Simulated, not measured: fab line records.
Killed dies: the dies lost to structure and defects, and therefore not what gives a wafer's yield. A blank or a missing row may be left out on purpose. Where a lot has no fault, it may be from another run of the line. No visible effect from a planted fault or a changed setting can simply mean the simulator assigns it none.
fab line records	flow ritCmos
[record] lots = 14	wafers = 42	lastDay = 7
route steps=202 shown NLDD@112 PLDD@124
lots that met no fault: from a run of the same line without faults
startH: hours from the record's opening day to when the first of the lot's shown wafers began	waitH: how many hours have passed since the lot's step before this one	" same as the row above	L1.1+2: a single row standing in for several wafers	- no value present, or no start provided	* or withheld: withheld	< > ~ a bound
route shown NAME@n: NAME is a module with steps in the file, n the number in the route of the first one	usual: the fault-free wafers' mean and standard deviation	same: alike in all rows	chamber/n: place in a boat	sites: the reading at each site	_std_site: their standard deviation	_edge_site: inner sites' mean taken away from outer sites' mean	radiusMm: for every site, how far away it sits from the centre of the wafer	mask NAME#n: copy n	behind: the tool/chamber that last shaped the wafer	hold: the reason the lot was held/the length of the hold in hours/how it ended	device: names the non-switching transistor (n, p or np)	end of line: the same wafers' tests at the end of the route	for a step that has no rows: nothing shown but its recipe	killed: dies that structure and defects cost at the first sort, which is not the same as the wafer's yield	map: a wafer's dies, marking killed ones x, the rest . and places with no die _
set.NAME: the setting as run; set.NAME@STEP: as run at that earlier step	model.NAME: the simulator's own value behind a step, which no gauge read
one table for each step of the route and one row for each wafer, over a sample of lots
services: a tool's chamber out of use, with start hour (startH, from the record's first day; less than 0 if before it), hours out, and reason
[[steps]]
[step RIT_NLDD_STRIP_09]
[recipe] chemistry = O2	timeS = 180	resist = NOVOLAK	platenTempC = withheld	powerW = 500	pressureMtorr = 4000	o2FlowSccm = 4000
[usual] chamberPressureMTorr = 4000/3.4	drypumpMotorCurrentA = 5.6/0.44
lot.wafer	tool	chamber	startH	waitH	chamberPressureMTorr	drypumpMotorCurrentA	rfHoursCounterH
L996.1	plasmaAsher-01	1	51.41	0.1	3997	5.2	42
L996.2	"	0	"	"	4002	6.3	42
L996.6	"	1	"	"	4000	5.2	-
L997.1	plasmaAsher-03	0	56.75	0.1	4006	5.5	41
L997.3	"	0	"	"	3994	5.5	-
L997.5	"	1	"	"	4000	6.0	-
L998.2	plasmaAsher-02	0	62.97	0.1	4001	5.4	27
L998.4	"	1	"	"	3997	4.8	-
L998.5	"	0	"	"	3999	5.4	-
L100.3	plasmaAsher-03	0	70.98	0.1	4000	5.5	-
L100.4	"	1	"	"	4002	5.9	-
L100.6	"	0	"	"	4000	5.5	-
L102.2	plasmaAsher-03	0	82.39	0.1	4004	5.5	44
L102.3	"	0	"	"	4003	5.5	-
L102.4	"	1	"	"	4000	6.0	-
L104.2	plasmaAsher-03	1	91.05	0.1	4002	6.0	45
L104.3	"	0	"	"	3999	5.5	-
L104.5	"	1	"	"	4003	6.0	-
L106.3	plasmaAsher-02	1	103.41	0.1	4001	4.8	-
L106.4	"	0	"	"	4001	5.4	-
L106.5	"	1	"	"	3998	4.8	-
L109.1	plasmaAsher-01	1	116.79	0.1	-	-	-
L109.3	"	0	"	"	-	-	-
L109.6	"	1	"	"	-	-	-
L110.2	plasmaAsher-01	1	122.55	0.1	-	-	-
L110.3	"	1	"	"	-	-	-
L110.5	"	1	"	"	-	-	-
L112.3	plasmaAsher-01	1	132.05	0.1	3995	5.2	-
L112.5	"	0	"	"	4006	6.3	-
L112.6	"	1	"	"	3995	5.2	-
L113.4	plasmaAsher-03	0	136.45	0.1	3993	5.5	-
L113.5	"	1	"	"	3996	6.0	-
L113.6	"	0	"	"	4002	5.5	-
L114.2	plasmaAsher-01	1	142.16	0.1	4001	5.2	51
L114.3	"	0	"	"	4001	6.3	-
L114.4	"	1	"	"	4005	5.2	-
L116.4	plasmaAsher-01	1	152.04	0.1	3997	5.2	-
L116.5	"	0	"	"	3998	6.3	-
L116.6	"	1	"	"	3999	5.2	-
L117.2	plasmaAsher-03	0	156.04	0.1	4000	5.5	4
L117.4	"	1	"	"	3998	6.0	-
L117.5	"	0	"	"	4000	5.5	-
[step RIT_PLDD_TW_MEAS_10]
[usual] PLDD_TW = 2347/12
lot.wafer	tool	chamber	startH	waitH	PLDD_TW
L996.1	filmMetro-02	-	53.13	0.1	2328
L996.2	"	-	"	"	2320
L996.6	"	-	"	"	2335
L997.1	filmMetro-04	-	58.35	0.1	2365
L997.3	"	-	"	"	2364
L997.5	"	-	"	"	2352
L998.2	filmMetro-04	-	64.78	0.1	2355
L998.4	"	-	"	"	2356
L998.5	"	-	"	"	2350
L100.3	filmMetro-04	-	72.54	0.1	2329
L100.4	"	-	"	"	2330
L100.6	"	-	"	"	2324
L102.2	filmMetro-02	-	83.99	0.1	2342
L102.3	"	-	"	"	2349
L102.4	"	-	"	"	2356
L104.2	filmMetro-01	-	92.66	0.1	2377
L104.3	"	-	"	"	2366
L104.5	"	-	"	"	2356
L106.3	filmMetro-04	-	105.10	0.1	2340
L106.4	"	-	"	"	2337
L106.5	"	-	"	"	2338
L109.1	filmMetro-04	-	118.51	0.1	30
L109.3	"	-	"	"	30
L109.6	"	-	"	"	30
L110.2	filmMetro-02	-	124.28	0.1	30
L110.3	"	-	"	"	30
L110.5	"	-	"	"	30
L112.3	filmMetro-01	-	133.61	0.1	2350
L112.5	"	-	"	"	2340
L112.6	"	-	"	"	2354
L113.4	filmMetro-04	-	138.14	0.1	2347
L113.5	"	-	"	"	2328
L113.6	"	-	"	"	2345
L114.2	filmMetro-01	-	143.77	0.1	2341
L114.3	"	-	"	"	2353
L114.4	"	-	"	"	2330
L116.4	filmMetro-01	-	153.60	0.1	2362
L116.5	"	-	"	"	2359
L116.6	"	-	"	"	2342
L117.2	filmMetro-01	-	157.99	0.1	2370
L117.4	"	-	"	"	2358
L117.5	"	-	"	"	2364
[[services]]
tool	chamber	startH	hours	kind
plasmaAsher-02	-	29.96	0.8	repair
plasmaAsher-01	-	102.22	7.6	repair
plasmaAsher-03	-	108.75	9.0	pm
plasmaAsher-03	0	108.75	9.0	ventCycle
plasmaAsher-03	1	108.75	9.0	ventCycle
plasmaAsher-03	0	117.75	-	clean
plasmaAsher-03	1	117.75	-	clean
plasmaAsher-03	-	150.44	2.8	pm
[[key]]
[firstSign] step = RIT_NLDD_STRIP_09	reading = toolRecord	direction = missing
[effect] step = RIT_PLDD_TW_MEAS_10	reading = PLDD_TW	direction = down	sigmas = 99+	usual = 2347	struck = 30
metAt RIT_NLDD_STRIP_09
struckLots L109,L110
laterRowsLeftOut L109.1,L109.3,L109.6,L110.2,L110.3,L110.5
sortLeftOut L109.1,L109.3,L109.6,L110.2,L110.3,L110.5
testerLeftOut L109,L110
onsetBetween 51.41 116.79
[fault] kind = skippedStepWhole	tool = plasmaAsher-01	chamber = -	onsetH = 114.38	steps = RIT_NLDD_STRIP_09	scope = struckLotsOnly
// testerLeftOut: of these lots the tester's yield and bins aren't shown, on N5 and GAA mostly nor the transistor test; their killed dies are dies lost to structure and defects alone, not to doping, threshold or leakage, so they don't give the yield
// sortLeftOut: the simulated sort isn't trusted on such a fault, so these wafers' sort isn't shown, and their yield isn't known
// laterRowsLeftOut: the simulator's readings of these wafers behind a module that went badly wrong aren't trusted and aren't shown, but for the sort
